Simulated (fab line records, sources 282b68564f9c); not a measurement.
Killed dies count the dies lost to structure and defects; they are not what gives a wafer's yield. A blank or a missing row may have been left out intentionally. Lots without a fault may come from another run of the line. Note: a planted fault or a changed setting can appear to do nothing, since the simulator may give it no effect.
fab line records || flow ritCmos
[record] {"lots": 6, "wafers": 18, "lastDay": 7}
route steps=202 shown NSD@138 PSD@142 SDANNEAL@153
lots that met no fault: from a run of the same line without faults
startH: start of the lot's first displayed wafer, in hours after the record's first day || waitH: hours from the lot's prior step to this one || " unchanged from the row above || L1.1+2: several wafers, shown together as one row || - no value present, or no start provided || * or withheld: withheld || < > ~ a bound
route shown NAME@n: a module of which the file shows steps, and the number in the route of the first || usual: the fault-free wafers' mean and standard deviation || same: alike in all rows || chamber/n: place in a boat || sites: the reading at each site || _std_site: the standard deviation of these || _edge_site: the outer-site mean with the inner-site mean subtracted || radiusMm: how far each site lies from the wafer's centre || mask NAME#n: copy n || behind: tool/chamber where the wafer was last shaped || hold: reason for holding the lot/hours on hold/outcome of the hold || device: which transistor (n, p or np) failed to switch || end of line: the route-end tests of the same wafers || for a step that has no rows: nothing shown but its recipe || killed: count of dies lost to structure and defects at first sort (not the wafer's yield) || map: dies across one wafer; x = killed, . = not, _ = none there
set.NAME: the setting that was run; set.NAME@STEP: the one run at that earlier step || model.NAME: the simulator's own value behind a step, which no gauge read
lots at some steps of the route; a table a step, a row a wafer
services: from which hour (startH, from the record's first day; less than 0 if before it) a tool's chamber was out of use, for how many hours, and why
[[steps]]
[step RIT_NSD_HARDBAKE_07]
[recipe] {"resist": "NOVOLAK", "tempC": 140, "timeS": 60}
[step RIT_NSD_IMPLANT_08]
[recipe] {"species": "P", "energyKev": 25, "doseCm2": 1e+15, "tiltDeg": 7}
[step RIT_NSD_STRIP_09]
[recipe] {"chemistry": "O2", "timeS": 180, "resist": "NOVOLAK", "platenTempC": "withheld", "powerW": 500, "pressureMtorr": 4000, "o2FlowSccm": 4000}
[usual] {"drypumpMotorCurrentA": "5.7/0.34"}
{"lot.wafer": "L634.2", "tool": "plasmaAsher-04", "chamber": 1, "startH": 105.29, "waitH": 0.1, "drypumpMotorCurrentA": 6.0, "rfHoursCounterH": 45}
{"lot.wafer": "L634.3", "tool": "plasmaAsher-04", "chamber": 0, "startH": 105.29, "waitH": 0.1, "drypumpMotorCurrentA": 5.1, "rfHoursCounterH": "-"}
{"lot.wafer": "L634.5", "tool": "plasmaAsher-04", "chamber": 0, "startH": 105.29, "waitH": 0.1, "drypumpMotorCurrentA": 5.1, "rfHoursCounterH": "-"}
{"lot.wafer": "L640.4", "tool": "plasmaAsher-03", "chamber": 0, "startH": 133.13, "waitH": 0.1, "drypumpMotorCurrentA": 5.8, "rfHoursCounterH": "-"}
{"lot.wafer": "L640.5", "tool": "plasmaAsher-03", "chamber": 1, "startH": 133.13, "waitH": 0.1, "drypumpMotorCurrentA": 5.7, "rfHoursCounterH": "-"}
{"lot.wafer": "L640.6", "tool": "plasmaAsher-03", "chamber": 0, "startH": 133.13, "waitH": 0.1, "drypumpMotorCurrentA": 5.8, "rfHoursCounterH": "-"}
{"lot.wafer": "L641.2", "tool": "plasmaAsher-04", "chamber": 1, "startH": 137.51, "waitH": 0.1, "drypumpMotorCurrentA": 6.0, "rfHoursCounterH": 3}
{"lot.wafer": "L641.3", "tool": "plasmaAsher-04", "chamber": 0, "startH": 137.51, "waitH": 0.1, "drypumpMotorCurrentA": 5.1, "rfHoursCounterH": "-"}
{"lot.wafer": "L641.4", "tool": "plasmaAsher-04", "chamber": 1, "startH": 137.51, "waitH": 0.1, "drypumpMotorCurrentA": 6.0, "rfHoursCounterH": "-"}
{"lot.wafer": "L642.1", "tool": "plasmaAsher-04", "chamber": 0, "startH": 142.81, "waitH": 0.1, "drypumpMotorCurrentA": 5.1, "rfHoursCounterH": 4}
{"lot.wafer": "L642.3", "tool": "plasmaAsher-04", "chamber": 0, "startH": 142.81, "waitH": 0.1, "drypumpMotorCurrentA": 5.1, "rfHoursCounterH": "-"}
{"lot.wafer": "L642.5", "tool": "plasmaAsher-04", "chamber": 1, "startH": 142.81, "waitH": 0.1, "drypumpMotorCurrentA": 6.0, "rfHoursCounterH": "-"}
{"lot.wafer": "L644.2", "tool": "plasmaAsher-02", "chamber": 1, "startH": 152.94, "waitH": 0.1, "drypumpMotorCurrentA": 6.1, "rfHoursCounterH": 27}
{"lot.wafer": "L644.5", "tool": "plasmaAsher-02", "chamber": 1, "startH": 152.94, "waitH": 0.1, "drypumpMotorCurrentA": 6.1, "rfHoursCounterH": "-"}
{"lot.wafer": "L644.6", "tool": "plasmaAsher-02", "chamber": 0, "startH": 152.94, "waitH": 0.1, "drypumpMotorCurrentA": 5.7, "rfHoursCounterH": "-"}
{"lot.wafer": "L646.4", "tool": "plasmaAsher-03", "chamber": 1, "startH": 162.85, "waitH": 0.1, "drypumpMotorCurrentA": 5.7, "rfHoursCounterH": "-"}
{"lot.wafer": "L646.5", "tool": "plasmaAsher-03", "chamber": 0, "startH": 162.85, "waitH": 0.1, "drypumpMotorCurrentA": 5.8, "rfHoursCounterH": "-"}
{"lot.wafer": "L646.6", "tool": "plasmaAsher-03", "chamber": 1, "startH": 162.85, "waitH": 0.1, "drypumpMotorCurrentA": 5.7, "rfHoursCounterH": "-"}
[step RIT_NSD_TW_MEAS_10]
[usual] {"NSD_TW": "3129/32"}
{"lot.wafer": "L634.2", "tool": "filmMetro-02", "chamber": "-", "startH": 105.48, "waitH": 0.1, "NSD_TW": 3157}
{"lot.wafer": "L634.3", "tool": "filmMetro-02", "chamber": "-", "startH": 105.48, "waitH": 0.1, "NSD_TW": 3136}
{"lot.wafer": "L634.5", "tool": "filmMetro-02", "chamber": "-", "startH": 105.48, "waitH": 0.1, "NSD_TW": 3146}
{"lot.wafer": "L640.4", "tool": "filmMetro-01", "chamber": "-", "startH": 133.28, "waitH": 0.1, "NSD_TW": 3101}
{"lot.wafer": "L640.5", "tool": "filmMetro-01", "chamber": "-", "startH": 133.28, "waitH": 0.1, "NSD_TW": 3106}
{"lot.wafer": "L640.6", "tool": "filmMetro-01", "chamber": "-", "startH": 133.28, "waitH": 0.1, "NSD_TW": 3091}
{"lot.wafer": "L641.2", "tool": "filmMetro-01", "chamber": "-", "startH": 137.69, "waitH": 0.1, "NSD_TW": 3101}
{"lot.wafer": "L641.3", "tool": "filmMetro-01", "chamber": "-", "startH": 137.69, "waitH": 0.1, "NSD_TW": 3110}
{"lot.wafer": "L641.4", "tool": "filmMetro-01", "chamber": "-", "startH": 137.69, "waitH": 0.1, "NSD_TW": 3113}
{"lot.wafer": "L642.1", "tool": "filmMetro-01", "chamber": "-", "startH": 142.98, "waitH": 0.1, "NSD_TW": 3079}
{"lot.wafer": "L642.3", "tool": "filmMetro-01", "chamber": "-", "startH": 142.98, "waitH": 0.1, "NSD_TW": 3103}
{"lot.wafer": "L642.5", "tool": "filmMetro-01", "chamber": "-", "startH": 142.98, "waitH": 0.1, "NSD_TW": 3106}
{"lot.wafer": "L644.2", "tool": "filmMetro-01", "chamber": "-", "startH": 153.12, "waitH": 0.1, "NSD_TW": 3089}
{"lot.wafer": "L644.5", "tool": "filmMetro-01", "chamber": "-", "startH": 153.12, "waitH": 0.1, "NSD_TW": 3070}
{"lot.wafer": "L644.6", "tool": "filmMetro-01", "chamber": "-", "startH": 153.12, "waitH": 0.1, "NSD_TW": 3083}
{"lot.wafer": "L646.4", "tool": "filmMetro-02", "chamber": "-", "startH": 163.00, "waitH": 0.1, "NSD_TW": 3145}
{"lot.wafer": "L646.5", "tool": "filmMetro-02", "chamber": "-", "startH": 163.00, "waitH": 0.1, "NSD_TW": 3133}
{"lot.wafer": "L646.6", "tool": "filmMetro-02", "chamber": "-", "startH": 163.00, "waitH": 0.1, "NSD_TW": 3148}
[step RIT_PSD_HMDS_00]
[recipe] {"primeTimeS": 60, "primeTempC": 140}
[step RIT_PSD_COAT_01]
[recipe] {"resist": "NOVOLAK", "spinRpm": 3250, "resistThkNm": 994.2}
[step RIT_PSD_SOFTBAKE_02]
[recipe] {"resist": "NOVOLAK", "tempC": 90, "timeS": 60}
[step RIT_PSD_EXPOSE_03]
[recipe] {"maskId": "M10", "na": 0.57, "targetCdNm": 40900, "doseMj": 250}
[step RIT_PSD_PEB_04]
[recipe] {"resist": "NOVOLAK", "tempC": "withheld", "timeS": "withheld"}
[step RIT_PSD_DEVELOP_05]
[recipe] {"resist": "NOVOLAK", "developTimeS": 50, "devTempC": 23}
[step RIT_PSD_OVL_MEAS_06]
[usual] {"PSD_OVL": "0.5/1.6"}
{"lot.wafer": "L634.2", "tool": "overlay-01", "chamber": "-", "startH": 106.38, "waitH": "-", "PSD_OVL[nm]": -1.0}
{"lot.wafer": "L634.3", "tool": "overlay-01", "chamber": "-", "startH": 106.38, "waitH": "-", "PSD_OVL[nm]": -1.1}
{"lot.wafer": "L634.5", "tool": "overlay-01", "chamber": "-", "startH": 106.38, "waitH": "-", "PSD_OVL[nm]": -2.4}
{"lot.wafer": "L640.4", "tool": "overlay-01", "chamber": "-", "startH": 134.18, "waitH": "-", "PSD_OVL[nm]": -1.3}
{"lot.wafer": "L640.5", "tool": "overlay-01", "chamber": "-", "startH": 134.18, "waitH": "-", "PSD_OVL[nm]": 0.7}
{"lot.wafer": "L640.6", "tool": "overlay-01", "chamber": "-", "startH": 134.18, "waitH": "-", "PSD_OVL[nm]": -0.6}
{"lot.wafer": "L641.2", "tool": "overlay-02", "chamber": "-", "startH": 138.72, "waitH": "-", "PSD_OVL[nm]": 1.4}
{"lot.wafer": "L641.3", "tool": "overlay-02", "chamber": "-", "startH": 138.72, "waitH": "-", "PSD_OVL[nm]": 1.0}
{"lot.wafer": "L641.4", "tool": "overlay-02", "chamber": "-", "startH": 138.72, "waitH": "-", "PSD_OVL[nm]": 3.3}
{"lot.wafer": "L642.1", "tool": "overlay-02", "chamber": "-", "startH": 143.89, "waitH": "-", "PSD_OVL[nm]": 1.2}
{"lot.wafer": "L642.3", "tool": "overlay-02", "chamber": "-", "startH": 143.89, "waitH": "-", "PSD_OVL[nm]": 2.0}
{"lot.wafer": "L642.5", "tool": "overlay-02", "chamber": "-", "startH": 143.89, "waitH": "-", "PSD_OVL[nm]": 0.8}
{"lot.wafer": "L644.2", "tool": "overlay-01", "chamber": "-", "startH": 154.15, "waitH": "-", "PSD_OVL[nm]": 2.2}
{"lot.wafer": "L644.5", "tool": "overlay-01", "chamber": "-", "startH": 154.15, "waitH": "-", "PSD_OVL[nm]": 1.0}
{"lot.wafer": "L644.6", "tool": "overlay-01", "chamber": "-", "startH": 154.15, "waitH": "-", "PSD_OVL[nm]": 0.0}
{"lot.wafer": "L646.4", "tool": "overlay-01", "chamber": "-", "startH": 163.96, "waitH": "-", "PSD_OVL[nm]": 2.1}
{"lot.wafer": "L646.5", "tool": "overlay-01", "chamber": "-", "startH": 163.96, "waitH": "-", "PSD_OVL[nm]": 4.7}
{"lot.wafer": "L646.6", "tool": "overlay-01", "chamber": "-", "startH": 163.96, "waitH": "-", "PSD_OVL[nm]": 3.4}
[step RIT_PSD_HARDBAKE_07]
[recipe] {"resist": "NOVOLAK", "tempC": 140, "timeS": 60}
[step RIT_PSD_IMPLANT_08]
[recipe] {"species": "BF2", "energyKev": 27, "doseCm2": 4.905e+15, "tiltDeg": 7}
[usual] {"beamEnergyKeV": "27.001/0.0073", "beamOnS": "12.1/0.84", "endStationPressureTorr": "1.48e-05/1.3e-06", "implantIonAmu": "49/0"}
{"lot.wafer": "L634.2", "tool": "implanter-02", "chamber": 0, "startH": 106.59, "waitH": 0.1, "beamEnergyKeV": 27.007, "beamOnS": 10.0, "endStationPressureTorr": 1.63e-05, "implantIonAmu": 49}
{"lot.wafer": "L634.3", "tool": "implanter-02", "chamber": 0, "startH": 106.59, "waitH": 0.1, "beamEnergyKeV": 26.995, "beamOnS": 10.0, "endStationPressureTorr": 1.7e-05, "implantIonAmu": 49}
{"lot.wafer": "L634.5", "tool": "implanter-02", "chamber": 0, "startH": 106.59, "waitH": 0.1, "beamEnergyKeV": 26.995, "beamOnS": 9.7, "endStationPressureTorr": 1.81e-05, "implantIonAmu": 49}
{"lot.wafer": "L640.4", "tool": "implanter-03", "chamber": "-", "startH": 134.42, "waitH": 0.1, "beamEnergyKeV": "-", "beamOnS": "-", "endStationPressureTorr": "-", "implantIonAmu": "-"}
{"lot.wafer": "L640.5", "tool": "implanter-03", "chamber": "-", "startH": 134.42, "waitH": 0.1, "beamEnergyKeV": "-", "beamOnS": "-", "endStationPressureTorr": "-", "implantIonAmu": "-"}
{"lot.wafer": "L640.6", "tool": "implanter-03", "chamber": "-", "startH": 134.42, "waitH": 0.1, "beamEnergyKeV": "-", "beamOnS": "-", "endStationPressureTorr": "-", "implantIonAmu": "-"}
{"lot.wafer": "L641.2", "tool": "implanter-03", "chamber": "-", "startH": 138.93, "waitH": 0.1, "beamEnergyKeV": "-", "beamOnS": "-", "endStationPressureTorr": "-", "implantIonAmu": "-"}
{"lot.wafer": "L641.3", "tool": "implanter-03", "chamber": "-", "startH": 138.93, "waitH": 0.1, "beamEnergyKeV": "-", "beamOnS": "-", "endStationPressureTorr": "-", "implantIonAmu": "-"}
{"lot.wafer": "L641.4", "tool": "implanter-03", "chamber": "-", "startH": 138.93, "waitH": 0.1, "beamEnergyKeV": "-", "beamOnS": "-", "endStationPressureTorr": "-", "implantIonAmu": "-"}
{"lot.wafer": "L642.1", "tool": "implanter-03", "chamber": 0, "startH": 144.08, "waitH": 0.1, "beamEnergyKeV": 26.993, "beamOnS": 12.7, "endStationPressureTorr": 1.33e-05, "implantIonAmu": 49}
{"lot.wafer": "L642.3", "tool": "implanter-03", "chamber": 0, "startH": 144.08, "waitH": 0.1, "beamEnergyKeV": 26.995, "beamOnS": 12.9, "endStationPressureTorr": 1.4e-05, "implantIonAmu": 49}
{"lot.wafer": "L642.5", "tool": "implanter-03", "chamber": 0, "startH": 144.08, "waitH": 0.1, "beamEnergyKeV": 27.007, "beamOnS": 12.7, "endStationPressureTorr": 1.37e-05, "implantIonAmu": 49}
{"lot.wafer": "L644.2", "tool": "implanter-03", "chamber": 0, "startH": 154.36, "waitH": 0.1, "beamEnergyKeV": 27.000, "beamOnS": 12.7, "endStationPressureTorr": 1.44e-05, "implantIonAmu": 49}
{"lot.wafer": "L644.5", "tool": "implanter-03", "chamber": 0, "startH": 154.36, "waitH": 0.1, "beamEnergyKeV": 26.996, "beamOnS": 12.5, "endStationPressureTorr": 1.46e-05, "implantIonAmu": 49}
{"lot.wafer": "L644.6", "tool": "implanter-03", "chamber": 0, "startH": 154.36, "waitH": 0.1, "beamEnergyKeV": 26.994, "beamOnS": 12.4, "endStationPressureTorr": 1.54e-05, "implantIonAmu": 49}
{"lot.wafer": "L646.4", "tool": "implanter-03", "chamber": 0, "startH": 164.21, "waitH": 0.1, "beamEnergyKeV": 27.008, "beamOnS": 13.0, "endStationPressureTorr": 1.32e-05, "implantIonAmu": 49}
{"lot.wafer": "L646.5", "tool": "implanter-03", "chamber": 0, "startH": 164.21, "waitH": 0.1, "beamEnergyKeV": 27.005, "beamOnS": 12.2, "endStationPressureTorr": 1.33e-05, "implantIonAmu": 49}
{"lot.wafer": "L646.6", "tool": "implanter-03", "chamber": 0, "startH": 164.21, "waitH": 0.1, "beamEnergyKeV": 27.008, "beamOnS": 12.5, "endStationPressureTorr": 1.31e-05, "implantIonAmu": 49}
[step RIT_PSD_STRIP_09]
[recipe] {"chemistry": "O2", "timeS": 180, "resist": "NOVOLAK", "platenTempC": "withheld", "powerW": 500, "pressureMtorr": 4000, "o2FlowSccm": 4000}
[usual] {"drypumpMotorCurrentA": "5.6/0.33"}
{"lot.wafer": "L634.2", "tool": "plasmaAsher-01", "chamber": 1, "startH": 106.71, "waitH": 0.1, "drypumpMotorCurrentA": 6.0, "rfHoursCounterH": 48}
{"lot.wafer": "L634.3", "tool": "plasmaAsher-01", "chamber": 1, "startH": 106.71, "waitH": 0.1, "drypumpMotorCurrentA": 6.0, "rfHoursCounterH": "-"}
{"lot.wafer": "L634.5", "tool": "plasmaAsher-01", "chamber": 1, "startH": 106.71, "waitH": 0.1, "drypumpMotorCurrentA": 6.0, "rfHoursCounterH": "-"}
{"lot.wafer": "L640.4", "tool": "plasmaAsher-04", "chamber": 0, "startH": 134.55, "waitH": 0.1, "drypumpMotorCurrentA": 5.1, "rfHoursCounterH": "-"}
{"lot.wafer": "L640.5", "tool": "plasmaAsher-04", "chamber": 0, "startH": 134.55, "waitH": 0.1, "drypumpMotorCurrentA": 5.1, "rfHoursCounterH": "-"}
{"lot.wafer": "L640.6", "tool": "plasmaAsher-04", "chamber": 1, "startH": 134.55, "waitH": 0.1, "drypumpMotorCurrentA": 6.0, "rfHoursCounterH": "-"}
{"lot.wafer": "L641.2", "tool": "plasmaAsher-03", "chamber": 0, "startH": 139.05, "waitH": 0.1, "drypumpMotorCurrentA": 5.8, "rfHoursCounterH": 55}
{"lot.wafer": "L641.3", "tool": "plasmaAsher-03", "chamber": 0, "startH": 139.05, "waitH": 0.1, "drypumpMotorCurrentA": 5.8, "rfHoursCounterH": "-"}
{"lot.wafer": "L641.4", "tool": "plasmaAsher-03", "chamber": 1, "startH": 139.05, "waitH": 0.1, "drypumpMotorCurrentA": 5.7, "rfHoursCounterH": "-"}
{"lot.wafer": "L642.1", "tool": "plasmaAsher-04", "chamber": 0, "startH": 144.23, "waitH": 0.1, "drypumpMotorCurrentA": 5.1, "rfHoursCounterH": 4}
{"lot.wafer": "L642.3", "tool": "plasmaAsher-04", "chamber": 1, "startH": 144.23, "waitH": 0.1, "drypumpMotorCurrentA": 6.0, "rfHoursCounterH": "-"}
{"lot.wafer": "L642.5", "tool": "plasmaAsher-04", "chamber": 0, "startH": 144.23, "waitH": 0.1, "drypumpMotorCurrentA": 5.1, "rfHoursCounterH": "-"}
{"lot.wafer": "L644.2", "tool": "plasmaAsher-03", "chamber": 0, "startH": 154.48, "waitH": 0.1, "drypumpMotorCurrentA": 5.8, "rfHoursCounterH": 57}
{"lot.wafer": "L644.5", "tool": "plasmaAsher-03", "chamber": 1, "startH": 154.48, "waitH": 0.1, "drypumpMotorCurrentA": 5.7, "rfHoursCounterH": "-"}
{"lot.wafer": "L644.6", "tool": "plasmaAsher-03", "chamber": 0, "startH": 154.48, "waitH": 0.1, "drypumpMotorCurrentA": 5.7, "rfHoursCounterH": "-"}
{"lot.wafer": "L646.4", "tool": "plasmaAsher-03", "chamber": 1, "startH": 164.34, "waitH": 0.1, "drypumpMotorCurrentA": 5.7, "rfHoursCounterH": "-"}
{"lot.wafer": "L646.5", "tool": "plasmaAsher-03", "chamber": 0, "startH": 164.34, "waitH": 0.1, "drypumpMotorCurrentA": 5.8, "rfHoursCounterH": "-"}
{"lot.wafer": "L646.6", "tool": "plasmaAsher-03", "chamber": 1, "startH": 164.34, "waitH": 0.1, "drypumpMotorCurrentA": 5.7, "rfHoursCounterH": "-"}
[step RIT_PSD_TW_MEAS_10]
[usual] {"PSD_TW": "3444/34"}
{"lot.wafer": "L634.2", "tool": "filmMetro-04", "chamber": "-", "startH": 106.90, "waitH": 0.1, "PSD_TW": 3462}
{"lot.wafer": "L634.3", "tool": "filmMetro-04", "chamber": "-", "startH": 106.90, "waitH": 0.1, "PSD_TW": 3455}
{"lot.wafer": "L634.5", "tool": "filmMetro-04", "chamber": "-", "startH": 106.90, "waitH": 0.1, "PSD_TW": 3455}
{"lot.wafer": "L640.4", "tool": "filmMetro-02", "chamber": "-", "startH": 134.70, "waitH": 0.1, "PSD_TW": 30}
{"lot.wafer": "L640.5", "tool": "filmMetro-02", "chamber": "-", "startH": 134.70, "waitH": 0.1, "PSD_TW": 30}
{"lot.wafer": "L640.6", "tool": "filmMetro-02", "chamber": "-", "startH": 134.70, "waitH": 0.1, "PSD_TW": 30}
{"lot.wafer": "L641.2", "tool": "filmMetro-01", "chamber": "-", "startH": 139.24, "waitH": 0.1, "PSD_TW": 30}
{"lot.wafer": "L641.3", "tool": "filmMetro-01", "chamber": "-", "startH": 139.24, "waitH": 0.1, "PSD_TW": 30}
{"lot.wafer": "L641.4", "tool": "filmMetro-01", "chamber": "-", "startH": 139.24, "waitH": 0.1, "PSD_TW": 30}
{"lot.wafer": "L642.1", "tool": "filmMetro-02", "chamber": "-", "startH": 144.41, "waitH": 0.1, "PSD_TW": 3457}
{"lot.wafer": "L642.3", "tool": "filmMetro-02", "chamber": "-", "startH": 144.41, "waitH": 0.1, "PSD_TW": 3433}
{"lot.wafer": "L642.5", "tool": "filmMetro-02", "chamber": "-", "startH": 144.41, "waitH": 0.1, "PSD_TW": 3473}
{"lot.wafer": "L644.2", "tool": "filmMetro-01", "chamber": "-", "startH": 154.67, "waitH": 0.1, "PSD_TW": 3391}
{"lot.wafer": "L644.5", "tool": "filmMetro-01", "chamber": "-", "startH": 154.67, "waitH": 0.1, "PSD_TW": 3376}
{"lot.wafer": "L644.6", "tool": "filmMetro-01", "chamber": "-", "startH": 154.67, "waitH": 0.1, "PSD_TW": 3387}
{"lot.wafer": "L646.4", "tool": "filmMetro-04", "chamber": "-", "startH": 164.49, "waitH": 0.1, "PSD_TW": 3464}
{"lot.wafer": "L646.5", "tool": "filmMetro-04", "chamber": "-", "startH": 164.49, "waitH": 0.1, "PSD_TW": 3470}
{"lot.wafer": "L646.6", "tool": "filmMetro-04", "chamber": "-", "startH": 164.49, "waitH": 0.1, "PSD_TW": 3465}
[step RIT_SDANNEAL_CLEAN_00]
[recipe] {"chemistry": "SC1", "mix": "3:3:50", "timeS": 600, "tempC": 75}
[step RIT_SDANNEAL_CLEAN_01]
[recipe] {"chemistry": "dHF", "dilution": "50:1", "timeS": 30}
[step RIT_SDANNEAL_CLEAN_02]
[recipe] {"chemistry": "SC2", "mix": "3:3:50", "timeS": 600, "tempC": 75, "dry": "n2Spin"}
[step RIT_SDANNEAL_RTA_03]
[recipe] {"tempC": 1050, "timeS": 5, "idleTempC": 600, "rampUpCPerS": 342, "rampDownCPerS": 171, "coolToC": 600, "ambient": "N2"}
[usual] {"wafer_temp_C_max": "1053.6/1.1"}
{"lot.wafer": "L634.2", "tool": "rtpAnneal-01", "chamber": 0, "startH": 107.32, "waitH": 0.0, "wafer_temp_C_max": 1052.9}
{"lot.wafer": "L634.3", "tool": "rtpAnneal-01", "chamber": 0, "startH": 107.32, "waitH": 0.0, "wafer_temp_C_max": 1052.9}
{"lot.wafer": "L634.5", "tool": "rtpAnneal-01", "chamber": 0, "startH": 107.32, "waitH": 0.0, "wafer_temp_C_max": 1052.9}
{"lot.wafer": "L640.4", "tool": "rtpAnneal-01", "chamber": 0, "startH": 135.16, "waitH": 0.0, "wafer_temp_C_max": 1052.9}
{"lot.wafer": "L640.5", "tool": "rtpAnneal-01", "chamber": 0, "startH": 135.16, "waitH": 0.0, "wafer_temp_C_max": 1052.3}
{"lot.wafer": "L640.6", "tool": "rtpAnneal-01", "chamber": 0, "startH": 135.16, "waitH": 0.0, "wafer_temp_C_max": 1053.7}
{"lot.wafer": "L641.2", "tool": "rtpAnneal-02", "chamber": 0, "startH": 139.69, "waitH": 0.0, "wafer_temp_C_max": 1054.7}
{"lot.wafer": "L641.3", "tool": "rtpAnneal-02", "chamber": 0, "startH": 139.69, "waitH": 0.0, "wafer_temp_C_max": 1052.2}
{"lot.wafer": "L641.4", "tool": "rtpAnneal-02", "chamber": 0, "startH": 139.69, "waitH": 0.0, "wafer_temp_C_max": 1054.9}
{"lot.wafer": "L642.1", "tool": "rtpAnneal-01", "chamber": 0, "startH": 144.83, "waitH": 0.0, "wafer_temp_C_max": 1054.0}
{"lot.wafer": "L642.3", "tool": "rtpAnneal-01", "chamber": 0, "startH": 144.83, "waitH": 0.0, "wafer_temp_C_max": 1053.5}
{"lot.wafer": "L642.5", "tool": "rtpAnneal-01", "chamber": 0, "startH": 144.83, "waitH": 0.0, "wafer_temp_C_max": 1053.3}
{"lot.wafer": "L644.2", "tool": "rtpAnneal-01", "chamber": 0, "startH": 155.10, "waitH": 0.0, "wafer_temp_C_max": 1053.5}
{"lot.wafer": "L644.5", "tool": "rtpAnneal-01", "chamber": 0, "startH": 155.10, "waitH": 0.0, "wafer_temp_C_max": 1053.1}
{"lot.wafer": "L644.6", "tool": "rtpAnneal-01", "chamber": 0, "startH": 155.10, "waitH": 0.0, "wafer_temp_C_max": 1054.4}
{"lot.wafer": "L646.4", "tool": "rtpAnneal-01", "chamber": 0, "startH": 164.93, "waitH": 0.0, "wafer_temp_C_max": 1054.4}
{"lot.wafer": "L646.5", "tool": "rtpAnneal-01", "chamber": 0, "startH": 164.93, "waitH": 0.0, "wafer_temp_C_max": 1054.2}
{"lot.wafer": "L646.6", "tool": "rtpAnneal-01", "chamber": 0, "startH": 164.93, "waitH": 0.0, "wafer_temp_C_max": 1054.9}
[step RIT_SDANNEAL_RS_MEAS_04]
[recipe] {"thkMeasGauge": "four-point-probe"}
[usual] {"PSD_RS": "116.25/0.25"}
{"lot.wafer": "L634.2", "tool": "filmMetro-04", "chamber": "-", "startH": 107.39, "waitH": 0.1, "PSD_RS[ohm/sq]": 116.36}
{"lot.wafer": "L634.3", "tool": "filmMetro-04", "chamber": "-", "startH": 107.39, "waitH": 0.1, "PSD_RS[ohm/sq]": 116.26}
{"lot.wafer": "L634.5", "tool": "filmMetro-04", "chamber": "-", "startH": 107.39, "waitH": 0.1, "PSD_RS[ohm/sq]": 116.26}
{"lot.wafer": "L640.4", "tool": "filmMetro-01", "chamber": "-", "startH": 135.25, "waitH": 0.1, "PSD_RS[ohm/sq]": 132.87}
{"lot.wafer": "L640.5", "tool": "filmMetro-01", "chamber": "-", "startH": 135.25, "waitH": 0.1, "PSD_RS[ohm/sq]": 133.19}
{"lot.wafer": "L640.6", "tool": "filmMetro-01", "chamber": "-", "startH": 135.25, "waitH": 0.1, "PSD_RS[ohm/sq]": 132.91}
{"lot.wafer": "L641.2", "tool": "filmMetro-02", "chamber": "-", "startH": 139.81, "waitH": 0.1, "PSD_RS[ohm/sq]": 133.20}
{"lot.wafer": "L641.3", "tool": "filmMetro-02", "chamber": "-", "startH": 139.81, "waitH": 0.1, "PSD_RS[ohm/sq]": 132.98}
{"lot.wafer": "L641.4", "tool": "filmMetro-02", "chamber": "-", "startH": 139.81, "waitH": 0.1, "PSD_RS[ohm/sq]": 133.47}
{"lot.wafer": "L642.1", "tool": "filmMetro-04", "chamber": "-", "startH": 144.89, "waitH": 0.0, "PSD_RS[ohm/sq]": 116.23}
{"lot.wafer": "L642.3", "tool": "filmMetro-04", "chamber": "-", "startH": 144.89, "waitH": 0.0, "PSD_RS[ohm/sq]": 116.25}
{"lot.wafer": "L642.5", "tool": "filmMetro-04", "chamber": "-", "startH": 144.89, "waitH": 0.0, "PSD_RS[ohm/sq]": 115.75}
{"lot.wafer": "L644.2", "tool": "filmMetro-02", "chamber": "-", "startH": 155.16, "waitH": 0.1, "PSD_RS[ohm/sq]": 116.21}
{"lot.wafer": "L644.5", "tool": "filmMetro-02", "chamber": "-", "startH": 155.16, "waitH": 0.1, "PSD_RS[ohm/sq]": 115.95}
{"lot.wafer": "L644.6", "tool": "filmMetro-02", "chamber": "-", "startH": 155.16, "waitH": 0.1, "PSD_RS[ohm/sq]": 115.96}
{"lot.wafer": "L646.4", "tool": "filmMetro-01", "chamber": "-", "startH": 165.02, "waitH": 0.1, "PSD_RS[ohm/sq]": 116.14}
{"lot.wafer": "L646.5", "tool": "filmMetro-01", "chamber": "-", "startH": 165.02, "waitH": 0.1, "PSD_RS[ohm/sq]": 116.14}
{"lot.wafer": "L646.6", "tool": "filmMetro-01", "chamber": "-", "startH": 165.02, "waitH": 0.1, "PSD_RS[ohm/sq]": 116.24}
[[services]]
{"tool": "plasmaAsher-02", "chamber": "-", "startH": 92.79, "hours": 55.8, "kind": "repair"}
{"tool": "plasmaAsher-04", "chamber": "-", "startH": 108.92, "hours": 9.0, "kind": "pm"}
{"tool": "plasmaAsher-04", "chamber": 0, "startH": 108.92, "hours": 9.0, "kind": "ventCycle"}
{"tool": "plasmaAsher-04", "chamber": 1, "startH": 108.92, "hours": 9.0, "kind": "ventCycle"}
{"tool": "plasmaAsher-04", "chamber": 0, "startH": 117.92, "hours": "-", "kind": "clean"}
{"tool": "plasmaAsher-04", "chamber": 1, "startH": 117.92, "hours": "-", "kind": "clean"}
{"tool": "implanter-02", "chamber": "-", "startH": 129.46, "hours": 7.3, "kind": "pm"}
{"tool": "rtpAnneal-02", "chamber": "-", "startH": 132.92, "hours": 4.8, "kind": "pm"}
{"tool": "rtpAnneal-01", "chamber": "-", "startH": 142.68, "hours": 1.5, "kind": "pm"}
{"tool": "plasmaAsher-02", "chamber": "-", "startH": 155.35, "hours": 1.5, "kind": "repair"}
[[key]]
[firstSign] {"step": "RIT_PSD_IMPLANT_08", "reading": "toolRecord", "direction": "missing"}
[effect] {"step": "RIT_PSD_TW_MEAS_10", "reading": "PSD_TW", "direction": "down", "sigmas": "99+", "usual": 3444, "struck": 30}
[effect] {"step": "RIT_SDANNEAL_RS_MEAS_04", "reading": "PSD_RS", "direction": "up", "sigmas": 69, "usual": 116.25, "struck": 133.10}
metAt RIT_PSD_IMPLANT_08
struckWafers L640.4,L640.5,L640.6,L641.2,L641.3,L641.4
laterRowsLeftOut L640.4,L640.5,L640.6,L641.2,L641.3,L641.4
sortLeftOut L640.4,L640.5,L640.6,L641.2,L641.3,L641.4
testerLeftOut L640,L641
[fault] {"kind": "skippedStepWhole", "tool": "implanter-03", "chamber": "-", "onsetH": 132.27, "steps": "RIT_PSD_IMPLANT_08", "scope": "struckLotsOnly"}
// testerLeftOut: of these lots the tester's yield and bins aren't shown, on N5 and GAA mostly nor the transistor test; their killed dies are dies lost to structure and defects alone, not to doping, threshold or leakage, so they don't give the yield
// sortLeftOut: the simulated sort isn't trusted on such a fault, so these wafers' sort isn't shown, and their yield isn't known
// laterRowsLeftOut: the simulator's readings of these wafers behind a module that went badly wrong aren't trusted and aren't shown, but for the sort
